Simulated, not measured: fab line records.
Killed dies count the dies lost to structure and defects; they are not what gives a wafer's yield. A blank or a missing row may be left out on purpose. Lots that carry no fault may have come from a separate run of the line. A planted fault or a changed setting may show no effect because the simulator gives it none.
fab line records	flow ritCmos
record: lots: 15	wafers: 45	lastDay: 7
route steps=202 shown NWELL@37 NLDD@109 NSD@137 M1@202
lots untouched by any fault: they come from a run of this same line in which no faults occurred
startH: hours from the record's first day to the start of the lot's first wafer shown	waitH: hours from the lot's prior step to this one	" as in the row above	L1.1+2: several wafers, shown together as one row	- no value, or no start was given	* or withheld: withheld	< > ~ a bound
route shown NAME@n: NAME is a module with steps in the file, n the number in the route of the first one	usual: mean/standard deviation of fault-free wafers	same: alike in all rows	chamber/n: place in a boat	sites: each site's reading	_std_site: the standard deviation of these	_edge_site: outer sites' mean less inner sites'	radiusMm: how far each site lies from the wafer's centre	mask NAME#n: copy n	behind: the tool/chamber that last shaped the wafer	hold: why the lot was held/for how many hours/how that ended	device: the transistor (n, p or np) that didn't switch	end of line: tests of these same wafers at the route's end	where a step has no rows: the recipe by itself	killed: dies that structure and defects cost at the first sort, which is not the same as the wafer's yield	map: the dies of a wafer, with x for killed, . for not killed, _ for no die there
set.NAME: the setting the step ran with; set.NAME@STEP: the setting that earlier step ran with	model.NAME: the simulator's own value behind a step, which no gauge read
the route's steps for a sample of lots (tables are steps, rows are wafers)
services: from which hour (startH, from the record's first day; less than 0 if before it) a tool's chamber was out of use, for how many hours, and why
== steps ==
step: RIT_NWELL_STRIP_09
recipe: chemistry: O2	timeS: 180	resist: NOVOLAK	platenTempC: withheld	powerW: 500	pressureMtorr: 4000	o2FlowSccm: 4000
usual: drypumpMotorCurrentA: 6.0/0.38
lot.wafer	tool	chamber	startH	waitH	drypumpMotorCurrentA	rfHoursCounterH
L277.4	plasmaAsher-03	0	22.43	0.1	6.5	-
L277.5	"	1	"	"	5.5	-
L277.6	"	0	"	"	6.5	-
L278.1	plasmaAsher-02	0	26.39	0.1	6.1	24
L278.3	"	0	"	"	6.1	-
L278.6	"	1	"	"	6.4	-
L279.2	plasmaAsher-04	1	39.13	0.1	5.4	39
L279.3	"	1	"	"	5.4	-
L279.6	"	0	"	"	6.1	-
L280.3	plasmaAsher-03	0	40.62	0.1	6.5	-
L280.5	"	0	"	"	6.5	-
L280.6	"	1	"	"	5.6	-
L281.2	plasmaAsher-02	1	44.19	0.1	6.4	25
L281.5	"	1	"	"	6.4	-
L281.6	"	0	"	"	6.1	-
L284.3	plasmaAsher-04	1	56.97	0.1	5.4	-
L284.4	"	0	"	"	6.1	-
L284.5	"	0	"	"	6.1	-
L285.2	plasmaAsher-02	1	60.76	0.1	6.4	27
L285.4	"	0	"	"	6.1	-
L285.6	"	0	"	"	6.1	-
L288.1	plasmaAsher-04	0	80.70	0.1	6.1	43
L288.2	"	1	"	"	5.4	43
L288.6	"	1	"	"	5.4	-
L291.1	plasmaAsher-04	1	92.62	0.1	5.4	45
L291.2	"	0	"	"	6.0	45
L291.6	"	0	"	"	6.1	-
L293.2	plasmaAsher-02	1	101.16	0.1	6.4	32
L293.5	"	1	"	"	6.4	-
L293.6	"	0	"	"	6.1	-
L294.1	plasmaAsher-02	1	107.24	0.1	6.4	32
L294.3	"	0	"	"	6.1	-
L294.4	"	1	"	"	6.4	-
L295.2	plasmaAsher-03	0	111.77	0.1	6.5	45
L295.3	"	0	"	"	6.4	-
L295.6	"	0	"	"	6.4	-
L297.1	plasmaAsher-04	0	123.07	0.1	6.0	1
L297.3	"	1	"	"	5.5	-
L297.6	"	0	"	"	6.1	-
L298.2	plasmaAsher-03	1	128.07	0.1	5.6	48
L298.4	"	1	"	"	5.6	-
L298.5	"	1	"	"	5.6	-
L299.2	plasmaAsher-03	1	132.26	0.1	5.6	48
L299.4	"	0	"	"	6.5	-
L299.6	"	1	"	"	5.6	-
step: RIT_NLDD_OVL_MEAS_06
usual: NLDD_OVL: 0.2/1.5
lot.wafer	tool	chamber	startH	waitH	NLDD_OVL[nm]
L277.4	overlay-02	-	47.31	-	-0.1
L277.5	"	-	"	"	-0.5
L277.6	"	-	"	"	0.5
L278.1	overlay-01	-	50.48	-	0.3
L278.3	"	-	"	"	-0.5
L278.6	"	-	"	"	0.6
L279.2	overlay-01	-	61.66	-	-1.4
L279.3	"	-	"	"	-1.2
L279.6	"	-	"	"	-1.3
L280.3	overlay-02	-	61.74	-	2.1
L280.5	"	-	"	"	-0.8
L280.6	"	-	"	"	0.5
L281.2	overlay-01	-	66.15	-	3.7
L281.5	"	-	"	"	2.6
L281.6	"	-	"	"	3.6
L284.3	overlay-02	-	79.40	-	0.0
L284.4	"	-	"	"	-1.1
L284.5	"	-	"	"	0.7
L285.2	overlay-01	-	82.26	-	-1.9
L285.4	"	-	"	"	-2.1
L285.6	"	-	"	"	-0.2
L288.1	overlay-02	-	102.24	-	-0.1
L288.2	"	-	"	"	1.8
L288.6	"	-	"	"	0.2
L291.1	overlay-02	-	113.49	-	-1.0
L291.2	"	-	"	"	-0.1
L291.6	"	-	"	"	0.0
L293.2	overlay-01	-	121.34	-	2.6
L293.5	"	-	"	"	1.6
L293.6	"	-	"	"	1.6
L294.1	overlay-02	-	128.66	-	0.9
L294.3	"	-	"	"	0.7
L294.4	"	-	"	"	1.7
L295.2	overlay-02	-	133.63	-	-0.7
L295.3	"	-	"	"	-0.2
L295.6	"	-	"	"	-0.2
L297.1	overlay-02	-	142.84	-	-0.3
L297.3	"	-	"	"	-2.5
L297.6	"	-	"	"	-2.1
L298.2	overlay-02	-	147.85	-	-1.8
L298.4	"	-	"	"	-2.1
L298.5	"	-	"	"	-1.6
L299.2	overlay-01	-	156.82	-	-0.6
L299.4	"	-	"	"	0.6
L299.6	"	-	"	"	-1.0
step: RIT_NLDD_IMPLANT_08
recipe: species: P	energyKev: 20	doseCm2: 5e+14	tiltDeg: 7
usual: doseIonsCm2: 5e+14/5.4e+11	endStationPressureTorr: 6.2e-06/3.1e-07	faradayCurrentUA: 1571/31
lot.wafer	tool	chamber	startH	waitH	doseIonsCm2	endStationPressureTorr	faradayCurrentUA
L277.4	implanter-01	0	47.55	0.1	4.996e+14	5.9e-06	1570
L277.5	"	0	"	"	4.993e+14	6.4e-06	1544
L277.6	"	0	"	"	4.995e+14	6e-06	1570
L278.1	implanter-02	0	50.76	0.1	5e+14	6.3e-06	1594
L278.3	"	0	"	"	5e+14	6.4e-06	1630
L278.6	"	0	"	"	4.994e+14	5.9e-06	1615
L279.2	implanter-04	0	62.04	0.1	5.002e+14	6.8e-06	1605
L279.3	"	0	"	"	5.005e+14	5.8e-06	1585
L279.6	"	0	"	"	5e+14	6.1e-06	1592
L280.3	implanter-04	0	62.21	0.2	4.993e+14	6.6e-06	1585
L280.5	"	0	"	"	4.999e+14	6.2e-06	1593
L280.6	"	0	"	"	5.001e+14	6.6e-06	1560
L281.2	implanter-04	0	66.35	0.1	4.994e+14	6.4e-06	1550
L281.5	"	0	"	"	5.003e+14	6.2e-06	1593
L281.6	"	0	"	"	5e+14	6.5e-06	1526
L284.3	implanter-01	0	79.62	0.1	4.997e+14	6.5e-06	1578
L284.4	"	0	"	"	4.991e+14	6.3e-06	1569
L284.5	"	0	"	"	4.997e+14	6e-06	1591
L285.2	implanter-01	0	82.47	0.1	5.006e+14	6.5e-06	1560
L285.4	"	0	"	"	5.01e+14	6.1e-06	1560
L285.6	"	0	"	"	5.006e+14	6.3e-06	1568
L288.1	implanter-04	0	102.44	0.1	5e+14	6.4e-06	1563
L288.2	"	0	"	"	4.998e+14	5.9e-06	1569
L288.6	"	0	"	"	5e+14	6e-06	1535
L291.1	implanter-01	0	113.67	0.1	2.108e+14	5.6e-06	664
L291.2	"	0	"	"	2.099e+14	5.7e-06	642
L291.6	"	0	"	"	2.101e+14	5.6e-06	660
L293.2	implanter-01	0	121.54	0.1	2.113e+14	5e-06	683
L293.5	"	0	"	"	2.103e+14	5.9e-06	679
L293.6	"	0	"	"	2.104e+14	5.4e-06	651
L294.1	implanter-01	0	128.84	0.1	2.112e+14	5.6e-06	677
L294.3	"	0	"	"	2.106e+14	5.6e-06	658
L294.4	"	0	"	"	2.108e+14	5.2e-06	629
L295.2	implanter-04	0	133.96	0.3	5.005e+14	6.6e-06	1593
L295.3	"	0	"	"	5.006e+14	6.5e-06	1542
L295.6	"	0	"	"	5.007e+14	6.1e-06	1576
L297.1	implanter-04	0	143.02	0.1	5.003e+14	6.2e-06	1547
L297.3	"	0	"	"	5.012e+14	6.1e-06	1592
L297.6	"	0	"	"	5.003e+14	5.8e-06	1578
L298.2	implanter-04	0	148.06	0.1	4.999e+14	5.8e-06	1614
L298.4	"	0	"	"	4.996e+14	6.3e-06	1629
L298.5	"	0	"	"	4.996e+14	5.7e-06	1588
L299.2	implanter-04	0	157.02	0.1	5.007e+14	6e-06	1565
L299.4	"	0	"	"	5.002e+14	6.1e-06	1611
L299.6	"	0	"	"	4.999e+14	5.8e-06	1539
step: RIT_NLDD_TW_MEAS_10
usual: NLDD_TW: 2494/17
lot.wafer	tool	chamber	startH	waitH	hold	NLDD_TW
L277.4	filmMetro-01	-	47.83	0.1	-	2497
L277.5	"	-	"	"	-	2485
L277.6	"	-	"	"	-	2493
L278.1	filmMetro-01	-	51.09	0.1	-	2490
L278.3	"	-	"	"	-	2499
L278.6	"	-	"	"	-	2486
L279.2	filmMetro-04	-	62.35	0.1	-	2518
L279.3	"	-	"	"	-	2517
L279.6	"	-	"	"	-	2507
L280.3	filmMetro-01	-	62.51	0.1	-	2478
L280.5	"	-	"	"	-	2491
L280.6	"	-	"	"	-	2484
L281.2	filmMetro-01	-	66.66	0.1	-	2471
L281.5	"	-	"	"	-	2494
L281.6	"	-	"	"	-	2490
L284.3	filmMetro-02	-	79.91	0.1	-	2496
L284.4	"	-	"	"	-	2473
L284.5	"	-	"	"	-	2484
L285.2	filmMetro-04	-	82.78	0.1	-	2518
L285.4	"	-	"	"	-	2514
L285.6	"	-	"	"	-	2518
L288.1	filmMetro-02	-	102.77	0.1	-	2470
L288.2	"	-	"	"	-	2454
L288.6	"	-	"	"	-	2470
L291.1	filmMetro-01	-	114.00	0.1	awaitDispo/0.2h/release	1945
L291.2	"	-	"	"	awaitDispo/0.2h/release	1957
L291.6	"	-	"	"	awaitDispo/0.2h/release	1956
L291.1	filmMetro-01	-	114.22	0.2	-	1951
L291.2	"	-	"	"	-	1938
L291.6	"	-	"	"	-	1940
L293.2	filmMetro-04	-	121.85	0.1	awaitDispo/0.2h/release	1958
L293.5	"	-	"	"	awaitDispo/0.2h/release	1957
L293.6	"	-	"	"	awaitDispo/0.2h/release	1966
L293.2	filmMetro-04	-	122.08	0.2	-	1956
L293.5	"	-	"	"	-	1955
L293.6	"	-	"	"	-	1952
L294.1	filmMetro-01	-	129.17	0.1	awaitDispo/0.2h/release	1955
L294.3	"	-	"	"	awaitDispo/0.2h/release	1946
L294.4	"	-	"	"	awaitDispo/0.2h/release	1936
L294.1	filmMetro-01	-	129.39	0.2	-	1949
L294.3	"	-	"	"	-	1950
L294.4	"	-	"	"	-	1951
L295.2	filmMetro-01	-	134.27	0.1	-	2477
L295.3	"	-	"	"	-	2474
L295.6	"	-	"	"	-	2467
L297.1	filmMetro-02	-	143.35	0.1	-	2475
L297.3	"	-	"	"	-	2460
L297.6	"	-	"	"	-	2464
L298.2	filmMetro-02	-	148.38	0.1	-	2496
L298.4	"	-	"	"	-	2485
L298.5	"	-	"	"	-	2487
L299.2	filmMetro-04	-	157.33	0.1	-	2502
L299.4	"	-	"	"	-	2497
L299.6	"	-	"	"	-	2515
step: RIT_NSD_OVL_MEAS_06
usual: NSD_OVL: 0.1/1.4
lot.wafer	tool	chamber	startH	waitH	NSD_OVL[nm]
L277.4	overlay-02	-	52.76	-	-0.4
L277.5	"	-	"	"	-1.0
L277.6	"	-	"	"	-1.8
L278.1	overlay-02	-	58.12	-	-0.4
L278.3	"	-	"	"	-0.2
L278.6	"	-	"	"	0.4
L280.3	overlay-02	-	67.66	-	2.1
L280.5	"	-	"	"	1.0
L280.6	"	-	"	"	2.3
L279.2	overlay-02	-	68.25	-	1.2
L279.3	"	-	"	"	0.0
L279.6	"	-	"	"	0.8
L281.2	overlay-02	-	71.62	-	1.4
L281.5	"	-	"	"	1.4
L281.6	"	-	"	"	2.1
L284.3	overlay-02	-	85.15	-	0.2
L284.4	"	-	"	"	-1.3
L284.5	"	-	"	"	-0.4
L285.2	overlay-01	-	88.68	-	-0.7
L285.4	"	-	"	"	-0.8
L285.6	"	-	"	"	-2.0
L288.1	overlay-01	-	107.74	-	-0.4
L288.2	"	-	"	"	-0.7
L288.6	"	-	"	"	0.2
L291.1	overlay-01	-	122.33	-	2.6
L291.2	"	-	"	"	-0.9
L291.6	"	-	"	"	1.4
L293.2	overlay-01	-	131.38	-	-0.1
L293.5	"	-	"	"	-1.9
L293.6	"	-	"	"	0.8
L295.2	overlay-01	-	139.12	-	2.1
L295.3	"	-	"	"	0.3
L295.6	"	-	"	"	0.6
L294.1	overlay-02	-	142.22	-	1.4
L294.3	"	-	"	"	2.6
L294.4	"	-	"	"	1.6
L297.1	overlay-02	-	148.49	-	-0.8
L297.3	"	-	"	"	0.9
L297.6	"	-	"	"	0.7
L298.2	overlay-01	-	153.46	-	-2.3
L298.4	"	-	"	"	-1.3
L298.5	"	-	"	"	-1.4
L299.2	overlay-01	-	162.47	-	0.0
L299.4	"	-	"	"	-2.4
L299.6	"	-	"	"	0.2
step: RIT_SDANNEAL_RS_MEAS_07
recipe: thkMeasGauge: four-point-probe
usual: NLDD_RS: 151.7/0.54
lot.wafer	tool	chamber	startH	waitH	hold	NLDD_RS[ohm/sq]
L277.4	filmMetro-04	-	55.58	0.1	-	151.6
L277.5	"	-	"	"	-	151.2
L277.6	"	-	"	"	-	151.3
L278.1	filmMetro-01	-	61.14	0.1	-	152.1
L278.3	"	-	"	"	-	152.0
L278.6	"	-	"	"	-	152.2
L280.3	filmMetro-02	-	70.65	0.1	-	152.8
L280.5	"	-	"	"	-	152.6
L280.6	"	-	"	"	-	152.7
L279.2	filmMetro-04	-	71.21	0.1	-	151.4
L279.3	"	-	"	"	-	151.4
L279.6	"	-	"	"	-	151.3
L281.2	filmMetro-01	-	74.61	0.1	-	152.5
L281.5	"	-	"	"	-	152.4
L281.6	"	-	"	"	-	151.6
L284.3	filmMetro-02	-	88.49	0.1	-	151.7
L284.4	"	-	"	"	-	151.9
L284.5	"	-	"	"	-	152.4
L285.2	filmMetro-02	-	91.52	0.1	-	151.7
L285.4	"	-	"	"	-	151.9
L285.6	"	-	"	"	-	151.8
L288.1	filmMetro-04	-	111.02	0.1	-	151.3
L288.2	"	-	"	"	-	151.2
L288.6	"	-	"	"	-	151.3
L291.1	filmMetro-01	-	125.97	0.1	awaitDispo/0.2h/release	291.0
L291.2	"	-	"	"	awaitDispo/0.2h/release	291.6
L291.6	"	-	"	"	awaitDispo/0.2h/release	292.6
L291.1	filmMetro-01	-	126.26	0.3	-	291.2
L291.2	"	-	"	"	-	291.9
L291.6	"	-	"	"	-	293.0
L293.2	filmMetro-04	-	135.08	0.2	awaitDispo/0.2h/release	296.3
L293.5	"	-	"	"	awaitDispo/0.2h/release	292.9
L293.6	"	-	"	"	awaitDispo/0.2h/release	292.4
L293.2	filmMetro-04	-	135.36	0.3	-	296.7
L293.5	"	-	"	"	-	292.5
L293.6	"	-	"	"	-	293.3
L295.2	filmMetro-01	-	141.96	0.1	-	151.9
L295.3	"	-	"	"	-	151.7
L295.6	"	-	"	"	-	151.4
L294.1	filmMetro-02	-	146.34	0.1	awaitDispo/0.2h/release	289.1
L294.3	"	-	"	"	awaitDispo/0.2h/release	288.7
L294.4	"	-	"	"	awaitDispo/0.2h/release	291.4
L294.1	filmMetro-02	-	146.62	0.3	-	289.4
L294.3	"	-	"	"	-	288.9
L294.4	"	-	"	"	-	291.4
L297.1	filmMetro-04	-	151.65	0.1	-	151.2
L297.3	"	-	"	"	-	152.2
L297.6	"	-	"	"	-	152.2
L298.2	filmMetro-02	-	156.61	0.1	-	152.3
L298.4	"	-	"	"	-	152.8
L298.5	"	-	"	"	-	152.9
L299.2	filmMetro-04	-	165.56	0.1	-	151.5
L299.4	"	-	"	"	-	151.6
L299.6	"	-	"	"	-	151.8
step: RIT_M1_PROBE_99
usual: defectLimitedYield: 97.1/1.3	killed_at_M0_to_M3: 0.0/0.12	killedAtContacts: 0.1/0.25	killedAtFrontEnd: 8/3.3	killedDies: 8/3.3	killedOpen: 3.9/2.1	killedShort: 3.8/2.2	sort_bin_3_pad_short: 0.1/0.23	sort_bin_5_function: 1.7/0.93	sort_bin_6_memory: 1.0/0.68	sortNPass: 256/3.3	sortYieldPct: 97.1/1.3
same: grossDies: 264	killed_at_M4_up: 0	killedAtBackSide: 0	killedAtOther: 0
lot.wafer	tool	chamber	startH	waitH	defectLimitedYield[%]	killed_at_M0_to_M3	killedAtContacts	killedAtFrontEnd	killedDies	killedOpen	killedShort	sort_bin_3_pad_short[%]	sort_bin_5_function[%]	sort_bin_6_memory[%]	sortNPass	sortYieldPct[%]
L277.4	prober-01	-	63.67	0.2	96.6	0	0	9	9	2	7	0	1.9	1.5	255	96.6
L277.5	prober-01	-	63.72	0.2	97.0	0	0	8	8	6	2	0	1.9	1.1	256	97.0
L277.6	prober-01	-	63.77	0.2	96.6	0	0	9	9	7	2	0.4	3.0	0	255	96.6
L278.1	prober-02	-	68.39	0.1	94.7	0	0	14	14	7	7	0	3.4	1.9	250	94.7
L278.3	prober-02	-	68.49	0.2	96.6	0	0	9	9	3	6	0.8	1.9	0.8	255	96.6
L278.6	prober-02	-	68.64	0.2	98.9	0	0	3	3	0	3	0	0.4	0.8	261	98.9
L279.2	prober-02	-	79.51	0.1	97.7	0	0	6	6	5	1	0	1.9	0.4	258	97.7
L279.3	prober-02	-	79.56	0.2	97.0	0	0	8	8	4	4	0.4	1.5	1.1	256	97.0
L279.6	prober-02	-	79.71	0.2	96.6	0	0	9	9	4	5	0	3.0	0.4	255	96.6
L280.3	prober-01	-	79.56	0.2	97.7	0	0	6	6	3	3	0	1.1	1.1	258	97.7
L280.5	prober-01	-	79.66	0.2	98.5	0	0	4	4	0	4	0.8	0.8	0	260	98.5
L280.6	prober-01	-	79.71	0.2	97.7	0	0	6	6	3	3	0	1.1	1.1	258	97.7
L281.2	prober-02	-	81.73	0.1	96.6	0	0	9	9	5	4	0.4	2.3	0.8	255	96.6
L281.5	prober-02	-	81.88	0.2	95.1	0	0	13	13	7	6	0.4	2.7	1.9	251	95.1
L281.6	prober-02	-	81.93	0.2	93.6	0	0	17	17	7	10	1.1	3.4	1.9	247	93.6
L284.3	prober-01	-	96.04	0.2	97.7	0	0	6	6	5	1	0	1.5	0.8	258	97.7
L284.4	prober-01	-	96.09	0.2	98.9	0	0	3	3	2	1	0	0.4	0.8	261	98.9
L284.5	prober-01	-	96.14	0.2	98.1	0	0	5	5	5	0	0	1.5	0.4	259	98.1
L285.2	prober-02	-	98.75	0.1	97.0	0	0	8	8	3	5	0	1.9	1.1	256	97.0
L285.4	prober-02	-	98.85	0.2	98.9	0	0	3	3	1	2	0	0.8	0.4	261	98.9
L285.6	prober-02	-	98.95	0.2	95.8	0	0	11	11	7	4	0	2.3	1.9	253	95.8
L288.1	prober-01	-	118.67	0.1	96.6	0	0	9	9	6	3	0	1.1	2.3	255	96.6
L288.2	prober-01	-	118.72	0.1	97.0	0	0	8	8	2	6	0	2.3	0.8	256	97.0
L288.6	prober-01	-	118.92	0.2	95.5	0	0	12	12	4	8	0	2.7	1.9	252	95.5
L295.2	prober-02	-	149.39	0.1	97.3	0	0	7	7	4	3	0	1.9	0.8	257	97.3
L295.3	prober-02	-	149.44	0.2	98.5	1	0	3	4	2	2	0	0.8	0.8	260	98.5
L295.6	prober-02	-	149.59	0.2	94.7	0	1	13	14	8	6	0	3.8	1.5	250	94.7
L297.1	prober-02	-	158.80	0.1	97.7	0	0	6	6	6	0	0	2.3	0	258	97.7
L297.3	prober-02	-	158.90	0.2	95.1	0	0	13	13	4	9	0.4	3.4	1.1	251	95.1
L297.6	prober-02	-	159.05	0.2	98.9	0	0	3	3	3	0	0	1.1	0	261	98.9
L298.2	prober-01	-	163.74	0.1	98.5	0	0	4	4	1	3	0.4	0.8	0.4	260	98.5
L298.4	prober-01	-	163.84	0.2	96.2	0	0	10	10	4	6	0.4	1.5	1.9	254	96.2
L298.5	prober-01	-	163.89	0.2	97.0	0	0	8	8	5	3	0	1.9	1.1	256	97.0
L299.2	prober-02	-	173.79	0.1	96.2	0	0	10	10	3	6	0	2.7	1.1	254	96.2
L299.4	prober-02	-	173.89	0.2	95.8	0	0	11	11	5	6	0	1.1	3.0	253	95.8
L299.6	prober-02	-	173.99	0.2	96.2	0	0	10	10	4	6	0	2.3	1.5	254	96.2
killed by level:class
L277.4 SILICIDE:geometricParticle:short=3 REOX:geometricParticle:short=2 FOX2:geometricParticle:short=1 GATE:geometricParticle:open=1 GATE:geometricParticle:short=1 SPACER:geometricParticle:open=1
L277.5 GATE:geometricParticle:open=3 SPACER:geometricParticle:short=2 REOX:geometricParticle:open=1 SPACER:geometricParticle:open=1 SILICIDE:geometricParticle:open=1
L277.6 SILICIDE:geometricParticle:open=3 FOX1:geometricParticle:open=2 REOX:geometricParticle:open=1 REOX:geometricParticle:short=1 SPACER:geometricParticle:open=1 SILICIDE:geometricParticle:short=1
L278.1 GATE:geometricParticle:open=4 GATE:geometricParticle:short=3 FOX2:geometricParticle:open=2 FOX1:geometricParticle:short=1 FOX2:geometricParticle:short=1 REOX:geometricParticle:short=1 REOX:geometricParticle:open=1 SILICIDE:geometricParticle:short=1
L278.3 FOX2:geometricParticle:short=2 GATE:geometricParticle:open=2 FOX1:geometricParticle:short=1 GATE:geometricParticle:short=1 SPACER:geometricParticle:short=1 SILICIDE:geometricParticle:short=1 SILICIDE:geometricParticle:open=1
L278.6 GATE:geometricParticle:short=3
L279.2 GATE:geometricParticle:open=2 SILICIDE:geometricParticle:open=2 FOX1:geometricParticle:open=1 GATE:geometricParticle:short=1
L279.3 FOX1:geometricParticle:short=2 GATE:geometricParticle:short=2 FOX1:geometricParticle:open=1 FOX2:geometricParticle:open=1 GATE:geometricParticle:open=1 REOX:geometricParticle:open=1
L280.3 SPACER:geometricParticle:short=2 GATE:geometricParticle:open=1 GATE:geometricParticle:short=1 REOX:geometricParticle:open=1 SILICIDE:geometricParticle:open=1
L280.5 SPACER:geometricParticle:short=2 GATE:geometricParticle:short=1 SILICIDE:geometricParticle:short=1
L279.6 GATE:geometricParticle:short=3 GATE:geometricParticle:open=2 SILICIDE:geometricParticle:open=2 FOX1:geometricParticle:short=1 REOX:geometricParticle:short=1
L280.6 GATE:geometricParticle:open=2 REOX:geometricParticle:short=2 REOX:geometricParticle:open=1 SILICIDE:geometricParticle:short=1
L281.2 GATE:geometricParticle:open=3 GATE:geometricParticle:short=2 FOX2:geometricParticle:short=1 FOX2:geometricParticle:open=1 SPACER:geometricParticle:short=1 SILICIDE:geometricParticle:open=1
L281.5 GATE:geometricParticle:short=4 GATE:geometricParticle:open=3 SPACER:geometricParticle:open=3 FOX1:geometricParticle:open=1 FOX1:geometricParticle:short=1 SILICIDE:geometricParticle:short=1
L281.6 GATE:geometricParticle:short=5 FOX1:geometricParticle:short=3 GATE:geometricParticle:open=3 SPACER:geometricParticle:open=3 SILICIDE:geometricParticle:short=2 SILICIDE:geometricParticle:open=1
L284.3 GATE:geometricParticle:open=2 FOX1:geometricParticle:short=1 FOX1:geometricParticle:open=1 REOX:geometricParticle:open=1 SPACER:geometricParticle:open=1
L284.4 GATE:geometricParticle:open=1 SPACER:geometricParticle:short=1 SPACER:geometricParticle:open=1
L284.5 GATE:geometricParticle:open=2 FOX2:geometricParticle:open=1 REOX:geometricParticle:open=1 SILICIDE:geometricParticle:open=1
L285.2 SPACER:geometricParticle:short=2 FOX1:geometricParticle:short=1 FOX1:geometricParticle:open=1 FOX2:geometricParticle:open=1 GATE:geometricParticle:open=1 GATE:geometricParticle:short=1 REOX:geometricParticle:short=1
L285.4 FOX1:geometricParticle:short=1 GATE:geometricParticle:short=1 SPACER:geometricParticle:open=1
L285.6 FOX1:geometricParticle:open=3 GATE:geometricParticle:open=2 REOX:geometricParticle:open=2 FOX1:geometricParticle:short=1 GATE:geometricParticle:short=1 REOX:geometricParticle:short=1 SPACER:geometricParticle:short=1
L288.1 FOX2:geometricParticle:short=2 GATE:geometricParticle:open=2 SPACER:geometricParticle:open=2 SILICIDE:geometricParticle:open=2 GATE:geometricParticle:short=1
L288.2 SILICIDE:geometricParticle:short=3 GATE:geometricParticle:short=2 FOX2:geometricParticle:short=1 GATE:geometricParticle:open=1 SILICIDE:geometricParticle:open=1
L288.6 GATE:geometricParticle:short=5 SPACER:geometricParticle:open=4 REOX:geometricParticle:short=1 SPACER:geometricParticle:short=1 SILICIDE:geometricParticle:short=1
L295.2 SPACER:geometricParticle:open=3 GATE:geometricParticle:short=1 GATE:geometricParticle:open=1 REOX:geometricParticle:short=1 SPACER:geometricParticle:short=1
L295.3 GATE:geometricParticle:short=1 SPACER:geometricParticle:short=1 SILICIDE:geometricParticle:open=1 M1:geometricParticle:open=1
L295.6 GATE:geometricParticle:open=4 FOX1:geometricParticle:open=2 FOX1:geometricParticle:short=1 FOX2:geometricParticle:short=1 GATE:geometricParticle:short=1 REOX:geometricParticle:short=1 SPACER:geometricParticle:open=1 SPACER:geometricParticle:short=1
L297.1 GATE:geometricParticle:open=4 REOX:geometricParticle:open=1 SPACER:geometricParticle:open=1
L297.3 GATE:geometricParticle:short=5 GATE:geometricParticle:open=2 SILICIDE:geometricParticle:short=2 FOX1:geometricParticle:short=1 FOX2:geometricParticle:open=1 SPACER:geometricParticle:short=1 SILICIDE:geometricParticle:open=1
L297.6 GATE:geometricParticle:open=2 REOX:geometricParticle:open=1
L298.2 GATE:geometricParticle:short=2 GATE:geometricParticle:open=1 SILICIDE:geometricParticle:short=1
L298.4 SILICIDE:geometricParticle:short=4 GATE:geometricParticle:open=2 REOX:geometricParticle:open=2 FOX2:geometricParticle:short=1 GATE:geometricParticle:short=1
L298.5 SILICIDE:geometricParticle:open=2 FOX2:geometricParticle:open=1 FOX2:geometricParticle:short=1 GATE:geometricParticle:open=1 GATE:geometricParticle:short=1 REOX:geometricParticle:open=1 SILICIDE:geometricParticle:short=1
L299.2 GATE:geometricParticle:short=4 REOX:geometricParticle:short=2 GATE:geometricParticle:open=1 REOX:geometricParticle:open=1 SPACER:geometricParticle:open=1 PWELL:coatMicrobubblePrinted=1
L299.4 GATE:geometricParticle:short=3 FOX1:geometricParticle:open=2 FOX2:geometricParticle:short=2 FOX1:geometricParticle:short=1 FOX2:geometricParticle:open=1 GATE:geometricParticle:open=1 SILICIDE:geometricParticle:open=1
L299.6 GATE:geometricParticle:short=2 GATE:geometricParticle:open=2 SILICIDE:geometricParticle:short=2 FOX1:geometricParticle:open=1 FOX2:geometricParticle:short=1 SPACER:geometricParticle:short=1 SILICIDE:geometricParticle:open=1
== services ==
tool	chamber	startH	hours	kind
implanter-02	-	5.17	3.3	repair
plasmaAsher-04	-	20.89	2.8	pm
implanter-01	-	53.08	16.3	pm
implanter-02	-	65.64	2.0	repair
plasmaAsher-03	-	99.70	4.1	repair
plasmaAsher-04	-	108.75	9.0	pm
plasmaAsher-04	0	108.75	9.0	ventCycle
plasmaAsher-04	1	108.75	9.0	ventCycle
plasmaAsher-04	0	117.75	-	clean
plasmaAsher-04	1	117.75	-	clean
implanter-01	-	133.72	1.7	repair
implanter-01	-	141.19	3.8	repair
== key ==
firstSign: step: RIT_NLDD_IMPLANT_08	reading: doseIonsCm2	direction: down	sigmas: 99+	usual: 5e+14	struck: 2.106e+14
effect: step: RIT_NLDD_IMPLANT_08	reading: faradayCurrentUA	direction: down	sigmas: 29	usual: 1571	struck: 660
effect: step: RIT_NLDD_TW_MEAS_10	reading: visit	direction: added
effect: step: RIT_NLDD_TW_MEAS_10	reading: NLDD_TW	direction: down	sigmas: 32	usual: 2494	struck: 1953
effect: step: RIT_SDANNEAL_RS_MEAS_07	reading: NLDD_RS	direction: up	sigmas: 99+	usual: 151.7	struck: 291.8
metAt RIT_NLDD_IMPLANT_08
struckLots L291,L293,L294
scrappedBehind RIT_SDANNEAL_RS_MEAS_07 L291.1,L291.2,L291.6,L293.2,L293.5,L293.6,L294.1,L294.3,L294.4
notActingAt RIT_NWELL_STRIP_09,RIT_NLDD_OVL_MEAS_06,RIT_NSD_OVL_MEAS_06
onsetBetween 82.47 113.67
fault: kind: processParameterDrift	tool: implanter-01	chamber: -	onsetH: 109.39	steps: RIT_NLDD_IMPLANT_08	channel: doseCm2	offset: -2.896e+14	shape: step	endH: 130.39	actsIn: theseRecipesOnly	stated: 5e+14
